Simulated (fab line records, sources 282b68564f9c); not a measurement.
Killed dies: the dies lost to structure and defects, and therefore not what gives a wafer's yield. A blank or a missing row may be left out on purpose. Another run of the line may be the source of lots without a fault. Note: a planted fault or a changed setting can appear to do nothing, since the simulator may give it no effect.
fab line records + flow ritCmos
record
- lots=5
- wafers=15
- lastDay=7
route steps=202 shown GATE@79 FOX2@80 M1@202
lots that met no fault: taken from a fault-free run of the same line
startH: the number of hours between the record's first day and the start of the first shown wafer of the lot + waitH: hours since the lot's step before + " unchanged from the row above + L1.1+2: a row that stands for several wafers + - no value, or no start was given + * or withheld: withheld + < > ~ a bound
route shown NAME@n: NAME is a module with steps in the file, n the number in the route of the first one + usual: mean/standard deviation taken from wafers without a fault + same: alike in all rows + chamber/n: place in a boat + sites: the reading at each site + _std_site: their standard deviation + _edge_site: inner sites' mean taken away from outer sites' mean + radiusMm: how far each site lies from the wafer's centre + mask NAME#n: copy n + behind: the last tool/chamber to shape the wafer + hold: reason for holding the lot/hours on hold/outcome of the hold + device: transistor that didn't switch, given as n, p or np + end of line: at the end of the route, the tests of the same wafers + a step given without rows: its recipe and nothing more + killed: count of dies lost to structure and defects at first sort (not the wafer's yield) + map: shows each die of a wafer: x if killed, . if not, _ if none is there
set.NAME: the setting that was run; set.NAME@STEP: the one run at that earlier step + model.NAME: the simulator's own value behind a step, which no gauge read
certain route steps with their lots: each step a table, each wafer a row
services: from which hour (startH, from the record's first day; less than 0 if before it) a tool's chamber was out of use, for how many hours, and why
## steps
# step RIT_GATE_CLEAN_04
# recipe
- chemistry=dHF
- dilution=50:1
- timeS=60
- dry=n2Spin
# step RIT_FOX2_THK_MEAS_91
# recipe
- reads=SiO2_of_FOX2_OXIDATION_00
# usual
- FIELD_OXIDE_LEFT_2_THK=252/6.7
| lot.wafer | tool         | chamber | startH | waitH | FIELD_OXIDE_LEFT_2_THK[nm] |
|-----------|--------------|---------|--------|-------|----------------------------|
| L481.2    | filmMetro-01 | -       | 43.30  | 0.0   | 253                        |
| L481.5    | "            | -       | "      | "     | 257                        |
| L481.6    | "            | -       | "      | "     | 257                        |
| L486.1    | filmMetro-01 | -       | 61.45  | 0.0   | 244                        |
| L486.4    | "            | -       | "      | "     | 253                        |
| L486.6    | "            | -       | "      | "     | 258                        |
| L491.1    | filmMetro-02 | -       | 87.00  | 0.0   | 243                        |
| L491.5    | "            | -       | "      | "     | 239                        |
| L491.6    | "            | -       | "      | "     | 249                        |
| L493.1    | filmMetro-01 | -       | 93.85  | 0.0   | 257                        |
| L493.3    | "            | -       | "      | "     | 253                        |
| L493.5    | "            | -       | "      | "     | 259                        |
| L503.2    | filmMetro-02 | -       | 145.60 | 0.0   | 253                        |
| L503.3    | "            | -       | "      | "     | 251                        |
| L503.5    | "            | -       | "      | "     | 249                        |
# step RIT_GATE_OXIDATION_05
# recipe
- tempC=900
- ambient=O2
- targetThkA=30
- oxTimeS=270
# step RIT_GATE_ANNEAL_06
# recipe
- tempC=900
- timeS=600
- ambient=N2O
# step RIT_GATE_THK_MEAS_07
# recipe
- reads=SiO2_of_GATE_OXIDATION_05
# usual
- GATE_OXIDE_THK=3.01/0.066
| lot.wafer | tool         | chamber | startH | waitH | GATE_OXIDE_THK[nm] |
|-----------|--------------|---------|--------|-------|--------------------|
| L481.2    | filmMetro-02 | -       | 44.69  | 0.0   | 3.19               |
| L481.5    | "            | -       | "      | "     | 3.02               |
| L481.6    | "            | -       | "      | "     | 3.12               |
| L486.1    | filmMetro-01 | -       | 64.21  | 0.0   | 3.05               |
| L486.4    | "            | -       | "      | "     | 3.07               |
| L486.6    | "            | -       | "      | "     | 2.97               |
| L491.1    | filmMetro-02 | -       | 89.15  | 0.0   | 3.08               |
| L491.5    | "            | -       | "      | "     | 3.01               |
| L491.6    | "            | -       | "      | "     | 3.01               |
| L493.1    | filmMetro-01 | -       | 98.87  | 0.0   | 3.11               |
| L493.3    | "            | -       | "      | "     | 3.03               |
| L493.5    | "            | -       | "      | "     | 3.09               |
| L503.2    | filmMetro-03 | -       | 148.63 | 0.0   | 2.92               |
| L503.3    | "            | -       | "      | "     | 2.93               |
| L503.5    | "            | -       | "      | "     | 3.01               |
# step RIT_GATE_CVD_08
# recipe
- material=poly-Si
- targetThkNm=250
- tempC=610
- precursor=SiH4
- timeS=2220
- pressureMtorr=300
- sih4FlowSccm=100
# step RIT_GATE_THK_MEAS_09
# recipe
- reads=poly-Si_of_GATE_CVD_08
# usual
- GATE_POLY_THK=249.8/2.3
| lot.wafer | tool         | chamber | startH | waitH | GATE_POLY_THK[nm] |
|-----------|--------------|---------|--------|-------|-------------------|
| L481.2    | filmMetro-01 | -       | 46.36  | 0.0   | 253.6             |
| L481.5    | "            | -       | "      | "     | 251.9             |
| L481.6    | "            | -       | "      | "     | 251.7             |
| L486.1    | filmMetro-02 | -       | 66.02  | 0.0   | 247.1             |
| L486.4    | "            | -       | "      | "     | 247.2             |
| L486.6    | "            | -       | "      | "     | 249.6             |
| L491.1    | filmMetro-03 | -       | 90.83  | 0.0   | 248.1             |
| L491.5    | "            | -       | "      | "     | 249.5             |
| L491.6    | "            | -       | "      | "     | 248.7             |
| L493.1    | filmMetro-01 | -       | 101.32 | 0.0   | 249.7             |
| L493.3    | "            | -       | "      | "     | 249.6             |
| L493.5    | "            | -       | "      | "     | 248.2             |
| L503.2    | filmMetro-02 | -       | 150.87 | 0.0   | 249.4             |
| L503.3    | "            | -       | "      | "     | 248.7             |
| L503.5    | "            | -       | "      | "     | 250.0             |
# step RIT_GATE_HMDS_10
# recipe
- primeTimeS=60
- primeTempC=140
# step RIT_GATE_COAT_11
# recipe
- resist=NOVOLAK
- spinRpm=4250
- resistThkNm=850
# step RIT_GATE_SOFTBAKE_12
# recipe
- resist=NOVOLAK
- tempC=90
- timeS=60
# step RIT_GATE_EXPOSE_13
# recipe
- maskId=M6
- na=0.6
- sourceShape=conventional
- sigmaOuter=0.6
- targetCdNm=150
- doseMj=380
# step RIT_GATE_PEB_14
# recipe
- resist=NOVOLAK
- tempC=withheld
- timeS=withheld
# step RIT_GATE_DEVELOP_15
# recipe
- resist=NOVOLAK
- developTimeS=50
- devTempC=23
# usual
- resistLineTempC=22.99/0.11
| lot.wafer | tool          | chamber | startH | waitH | resistLineTempC |
|-----------|---------------|---------|--------|-------|-----------------|
| L481.2    | lithoTrack-01 | 0       | 47     | -     | 22.86           |
| L481.5    | "             | 0       | "      | "     | 22.98           |
| L481.6    | "             | 0       | "      | "     | 22.84           |
| L486.1    | lithoTrack-04 | 0       | 66     | -     | 22.97           |
| L486.4    | "             | 0       | "      | "     | 23.12           |
| L486.6    | "             | 0       | 67     | -     | 23.12           |
| L491.1    | lithoTrack-01 | 0       | 91     | -     | 22.94           |
| L491.5    | "             | 0       | "      | "     | 22.94           |
| L491.6    | "             | 0       | "      | "     | 22.96           |
| L493.1    | lithoTrack-04 | 0       | 102    | -     | 23.01           |
| L493.3    | "             | 0       | "      | "     | 22.94           |
| L493.5    | "             | 0       | "      | "     | 23.00           |
| L503.2    | lithoTrack-01 | 0       | 151    | -     | 23.18           |
| L503.3    | "             | 0       | "      | "     | 23.07           |
| L503.5    | "             | 0       | "      | "     | 23.09           |
# step RIT_GATE_CD_MEAS_16
# recipe
- targetCdNm=150
# usual
- cdNm=150.1/2.6
| lot.wafer | tool     | chamber | startH | waitH | cdNm  |
|-----------|----------|---------|--------|-------|-------|
| L481.2    | cdSem-01 | -       | 47.48  | -     | 143.7 |
| L481.5    | "        | -       | "      | "     | 144.6 |
| L481.6    | "        | -       | "      | "     | 144.4 |
| L486.1    | cdSem-01 | -       | 67.06  | -     | 155.3 |
| L486.4    | "        | -       | "      | "     | 152.7 |
| L486.6    | "        | -       | "      | "     | 153.0 |
| L491.1    | cdSem-02 | -       | 91.74  | -     | 149.6 |
| L491.5    | "        | -       | "      | "     | 149.1 |
| L491.6    | "        | -       | "      | "     | 149.6 |
| L493.1    | cdSem-01 | -       | 102.36 | -     | 156.3 |
| L493.3    | "        | -       | "      | "     | 158.7 |
| L493.5    | "        | -       | "      | "     | 158.7 |
| L503.2    | cdSem-02 | -       | 152.05 | -     | 147.3 |
| L503.3    | "        | -       | "      | "     | 149.0 |
| L503.5    | "        | -       | "      | "     | 147.6 |
# step RIT_GATE_OVL_MEAS_17
# usual
- GATE_OVL=-0.5/1.4
| lot.wafer | tool       | chamber | startH | waitH | GATE_OVL[nm] |
|-----------|------------|---------|--------|-------|--------------|
| L481.2    | overlay-02 | -       | 47.58  | 0.1   | -2.1         |
| L481.5    | "          | -       | "      | "     | -0.9         |
| L481.6    | "          | -       | "      | "     | -1.1         |
| L486.1    | overlay-02 | -       | 67.18  | 0.1   | -2.5         |
| L486.4    | "          | -       | "      | "     | -1.8         |
| L486.6    | "          | -       | "      | "     | -1.8         |
| L491.1    | overlay-02 | -       | 91.86  | 0.1   | 0.7          |
| L491.5    | "          | -       | "      | "     | 0.1          |
| L491.6    | "          | -       | "      | "     | 2.5          |
| L493.1    | overlay-02 | -       | 102.48 | 0.1   | 0.0          |
| L493.3    | "          | -       | "      | "     | -0.2         |
| L493.5    | "          | -       | "      | "     | 0.9          |
| L503.2    | overlay-01 | -       | 152.15 | 0.1   | -0.6         |
| L503.3    | "          | -       | "      | "     | -0.1         |
| L503.5    | "          | -       | "      | "     | 1.4          |
# step RIT_GATE_HARDBAKE_18
# recipe
- resist=NOVOLAK
- tempC=140
- timeS=60
# step RIT_GATE_ETCH_19
# recipe
- chemistry=SF6/CHF3/O2
- timeS=165
- SF6_flow_sccm=30
- CHF3_flow_sccm=30
- O2_flow_sccm=5
- target=poly-Si
- pressureMtorr=40
- rfW=160
- targetDepthA=3125
- overEtchFrac=0.25
- stopOn=SiO2
# usual
- drypumpMotorCurrentA=5.7/0.46
- oesProductAu=0.849/0.015
- throttleValvePct=10.15/0.13
| lot.wafer | tool     | chamber | startH | waitH | drypumpMotorCurrentA | oesProductAu | rfHoursCounterH | throttleValvePct | model.GATE.cdNm |
|-----------|----------|---------|--------|-------|----------------------|--------------|-----------------|------------------|-----------------|
| L481.2    | rieSi-01 | 0       | 47.87  | 0.1   | 5.6                  | 0.865        | 27              | 10.09            | 143.9           |
| L481.5    | "        | 0       | "      | "     | 5.6                  | 0.858        | -               | 10.11            | 144.4           |
| L481.6    | "        | 3       | "      | "     | 5.7                  | 0.844        | -               | 9.97             | 144.1           |
| L486.1    | rieSi-02 | 3       | 67.37  | 0.1   | 4.7                  | 0.859        | 86              | 10.19            | 155.7           |
| L486.4    | "        | 0       | "      | "     | 6.1                  | 0.829        | 153             | 10.15            | 152.6           |
| L486.6    | "        | 0       | "      | "     | 6.2                  | 0.832        | -               | 10.11            | 153.1           |
| L491.1    | rieSi-02 | 3       | 92.05  | 0.1   | 4.7                  | 0.862        | 87              | 10.23            | 149.6           |
| L491.5    | "        | 2       | "      | "     | 5.8                  | 0.846        | -               | 10.15            | 148.8           |
| L491.6    | "        | 1       | "      | "     | 5.9                  | 0.826        | -               | 10.35            | 149.8           |
| L493.1    | rieSi-01 | 0       | 102.66 | 0.1   | 5.6                  | 0.855        | 28              | 10.11            | 156.3           |
| L493.3    | "        | 3       | "      | "     | 5.7                  | 0.834        | 119             | 9.98             | 158.8           |
| L493.5    | "        | 0       | "      | "     | 5.6                  | 0.856        | -               | 10.12            | 158.5           |
| L503.2    | rieSi-01 | 1       | 152.33 | 0.1   | 5.9                  | 0.869        | 7               | 10.29            | 147.1           |
| L503.3    | "        | 2       | "      | "     | 6.2                  | 0.837        | 95              | 9.94             | 149.3           |
| L503.5    | "        | 1       | "      | "     | 5.9                  | 0.863        | -               | 10.29            | 147.6           |
# step RIT_GATE_STRIP_20
# recipe
- chemistry=O2
- timeS=180
- resist=NOVOLAK
- platenTempC=withheld
- powerW=500
- pressureMtorr=4000
- o2FlowSccm=4000
# usual
- drypumpMotorCurrentA=5.8/0.51
| lot.wafer | tool           | chamber | startH | waitH | drypumpMotorCurrentA | rfHoursCounterH |
|-----------|----------------|---------|--------|-------|----------------------|-----------------|
| L481.2    | plasmaAsher-02 | 0       | 47.98  | 0.1   | 5.6                  | 40              |
| L481.5    | "              | 1       | "      | "     | 5.5                  | -               |
| L481.6    | "              | 0       | "      | "     | 5.6                  | -               |
| L486.1    | plasmaAsher-01 | 0       | 67.47  | 0.1   | 5.5                  | 38              |
| L486.4    | "              | 0       | "      | "     | 5.5                  | -               |
| L486.6    | "              | 0       | "      | "     | 5.5                  | -               |
| L491.1    | plasmaAsher-03 | 0       | 92.15  | 0.1   | 6.0                  | 47              |
| L491.5    | "              | 0       | "      | "     | 5.9                  | -               |
| L491.6    | "              | 1       | "      | "     | 6.7                  | -               |
| L493.1    | plasmaAsher-02 | 0       | 102.77 | 0.1   | 5.6                  | 46              |
| L493.3    | "              | 0       | "      | "     | 5.6                  | -               |
| L493.5    | "              | 0       | "      | "     | 5.6                  | -               |
| L503.2    | plasmaAsher-02 | 1       | 152.44 | 0.1   | 5.5                  | 52              |
| L503.3    | "              | 0       | "      | "     | 5.6                  | -               |
| L503.5    | "              | 0       | "      | "     | 5.6                  | -               |
# step RIT_M1_PROBE_99
# usual
- killedAtFrontEnd=7/3
- killedDies=7/3
- killedOpen=3.6/1.9
- killedShort=3.2/1.8
# same
- grossDies=264
- killed_at_M0_to_M3=0
- killed_at_M4_up=0
- killedAtBackSide=0
- killedAtContacts=0
- killedAtOther=0
| lot.wafer | tool      | chamber | startH | waitH | killedAtFrontEnd | killedDies | killedOpen | killedShort | model.etest.npolyLine.lineOhmUm | model.etest.ppolyLine.lineOhmUm | model.etest.npolyLine.widthNm | model.etest.ppolyLine.widthNm | model.etest.ring.delayPs |
|-----------|-----------|---------|--------|-------|------------------|------------|------------|-------------|---------------------------------|---------------------------------|-------------------------------|-------------------------------|--------------------------|
| L481.2    | prober-02 | -       | 70.22  | 0.1   | 8                | 8          | 5          | 3           | 179.5                           | 172.9                           | 94.55                         | 95.52                         | 25.69                    |
| L481.5    | prober-02 | -       | 70.37  | 0.2   | 8                | 8          | 4          | 4           | 177.6                           | 172.3                           | 95.65                         | 96.61                         | 25.2                     |
| L481.6    | prober-02 | -       | 70.42  | 0.2   | 8                | 8          | 4          | 4           | 179.4                           | 172.5                           | 95.11                         | 95.75                         | 25.77                    |
| L486.1    | prober-01 | -       | 90.75  | 0.1   | 4                | 4          | 3          | 1           | 153.6                           | 149                             | 107.7                         | 108.3                         | 29.21                    |
| L486.4    | prober-01 | -       | 90.90  | 0.2   | 6                | 6          | 5          | 1           | 160                             | 154.9                           | 104.1                         | 104.9                         | 28.23                    |
| L486.6    | prober-01 | -       | 91.00  | 0.2   | 6                | 6          | 3          | 3           | 161                             | 153.6                           | 104.4                         | 105.8                         | 28.19                    |
| L491.1    | prober-01 | -       | 112.01 | 0.1   | 11               | 11         | 5          | 6           | 163.6                           | 160.7                           | 102                           | 102.7                         | 26.73                    |
| L491.5    | prober-01 | -       | 112.21 | 0.2   | 7                | 7          | 3          | 4           | 168.6                           | 162.5                           | 101.1                         | 101.7                         | 26.37                    |
| L491.6    | prober-01 | -       | 112.26 | 0.2   | 7                | 7          | 3          | 4           | 168.9                           | 158.8                           | 101.3                         | 102.6                         | 26.99                    |
| L493.1    | prober-02 | -       | 122.60 | 0.1   | 7                | 7          | 3          | 4           | 155.6                           | 151.7                           | 108                           | 108.4                         | 30.26                    |
| L493.3    | prober-02 | -       | 122.70 | 0.2   | 5                | 5          | 3          | 2           | 153.2                           | 145.2                           | 110.5                         | 110.8                         | 30.68                    |
| L493.5    | prober-02 | -       | 122.80 | 0.2   | 16               | 16         | 6          | 10          | 151.9                           | 147.8                           | 109.8                         | 110.6                         | 30.34                    |
| L503.2    | prober-02 | -       | 172.69 | 0.1   | 6                | 6          | 1          | 5           | 174.1                           | 166.8                           | 98.53                         | 99.09                         | 26.78                    |
| L503.3    | prober-02 | -       | 172.74 | 0.2   | 5                | 5          | 3          | 2           | 166.5                           | 158.6                           | 101                           | 101.8                         | 26.84                    |
| L503.5    | prober-02 | -       | 172.84 | 0.2   | 7                | 7          | 3          | 4           | 170                             | 164.8                           | 99.51                         | 100.2                         | 26.48                    |
# killed by level:class
L481.2 GATE:geometricParticle:open=3 SPACER:geometricParticle:short=2 FOX1:geometricParticle:open=1 FOX2:geometricParticle:open=1 FOX2:geometricParticle:short=1
L481.5 GATE:geometricParticle:short=4 SILICIDE:geometricParticle:open=2 GATE:geometricParticle:open=1 SPACER:geometricParticle:open=1
L481.6 GATE:geometricParticle:open=4 GATE:geometricParticle:short=2 SILICIDE:geometricParticle:short=2
L486.1 GATE:geometricParticle:open=3 FOX2:geometricParticle:short=1
L486.4 GATE:geometricParticle:open=2 FOX1:geometricParticle:open=1 FOX2:geometricParticle:open=1 GATE:geometricParticle:short=1 SILICIDE:geometricParticle:open=1
L486.6 FOX1:geometricParticle:short=3 GATE:geometricParticle:open=2 FOX1:geometricParticle:open=1
L491.1 FOX2:geometricParticle:short=3 GATE:geometricParticle:short=3 GATE:geometricParticle:open=3 REOX:geometricParticle:open=1 SILICIDE:geometricParticle:open=1
L491.5 GATE:geometricParticle:short=3 GATE:geometricParticle:open=2 REOX:geometricParticle:open=1 SILICIDE:geometricParticle:short=1
L491.6 GATE:geometricParticle:short=2 GATE:geometricParticle:open=2 SILICIDE:geometricParticle:short=2 REOX:geometricParticle:open=1
L493.1 GATE:geometricParticle:short=3 FOX1:geometricParticle:open=2 FOX1:geometricParticle:short=1 REOX:geometricParticle:open=1
L493.3 SPACER:geometricParticle:open=2 GATE:geometricParticle:open=1 GATE:geometricParticle:short=1 SILICIDE:geometricParticle:short=1
L493.5 GATE:geometricParticle:short=6 GATE:geometricParticle:open=2 REOX:geometricParticle:short=2 SPACER:geometricParticle:open=2 FOX1:geometricParticle:short=1 REOX:geometricParticle:open=1 SPACER:geometricParticle:short=1 SILICIDE:geometricParticle:open=1
L503.2 FOX1:geometricParticle:short=2 GATE:geometricParticle:short=2 FOX1:geometricParticle:open=1 REOX:geometricParticle:short=1
L503.3 FOX1:geometricParticle:short=1 FOX2:geometricParticle:open=1 GATE:geometricParticle:open=1 REOX:geometricParticle:open=1 SILICIDE:geometricParticle:short=1
L503.5 FOX1:geometricParticle:open=1 FOX1:geometricParticle:short=1 GATE:geometricParticle:open=1 GATE:geometricParticle:short=1 REOX:geometricParticle:short=1 SILICIDE:geometricParticle:short=1 SILICIDE:geometricParticle:open=1
## services
| tool           | chamber | startH | hours | kind          |
|----------------|---------|--------|-------|---------------|
| rieSi-02       | 2       | 33.89  | 4.1   | repair        |
| rieSi-01       | -       | 55.05  | 0.1   | repair        |
| rieSi-02       | 0       | 94.99  | -     | clean         |
| rieSi-02       | 0       | 94.99  | 17.5  | scheduledDown |
| rieSi-02       | 0       | 94.99  | 17.5  | ventCycle     |
| plasmaAsher-03 | -       | 108.75 | 9.0   | pm            |
| plasmaAsher-03 | 0       | 108.75 | 9.0   | ventCycle     |
| plasmaAsher-03 | 1       | 108.75 | 9.0   | ventCycle     |
| rieSi-02       | 1       | 112.48 | -     | clean         |
| rieSi-02       | 1       | 112.48 | 22.1  | scheduledDown |
| rieSi-02       | 1       | 112.48 | 22.1  | ventCycle     |
| plasmaAsher-03 | 0       | 117.75 | -     | clean         |
| plasmaAsher-03 | 1       | 117.75 | -     | clean         |
| rieSi-01       | -       | 133.55 | 2.8   | pm            |
## key
firstSign
- step=RIT_GATE_CD_MEAS_16
- reading=cdNm
- direction=up
- sigmas=3
- usual=150.1
- struck=157.9
effect none on later readings
modelEffect
- step=RIT_GATE_ETCH_19
- value=GATE.cdNm
- without=152.4
- struck=157.9
modelEffect
- step=RIT_M1_PROBE_99
- value=etest.npolyLine.lineOhmUm
- without=162.4
- struck=153.6
metAt RIT_GATE_DEVELOP_15
struckWafers L493.1,L493.3,L493.5
testerLeftOut L493
onsetBetween 66 102
fault
- kind=processParameterDrift
- tool=lithoTrack-04
- chamber=-
- onsetH=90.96
- steps=RIT_GATE_DEVELOP_15
- channel=developTimeS
- offset=*
- shape=step
- endH=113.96
- actsIn=*
- stated=*
# testerLeftOut: of these lots the tester's yield and bins aren't shown, on N5 and GAA mostly nor the transistor test; their killed dies are dies lost to structure and defects alone, not to doping, threshold or leakage, so they don't give the yield
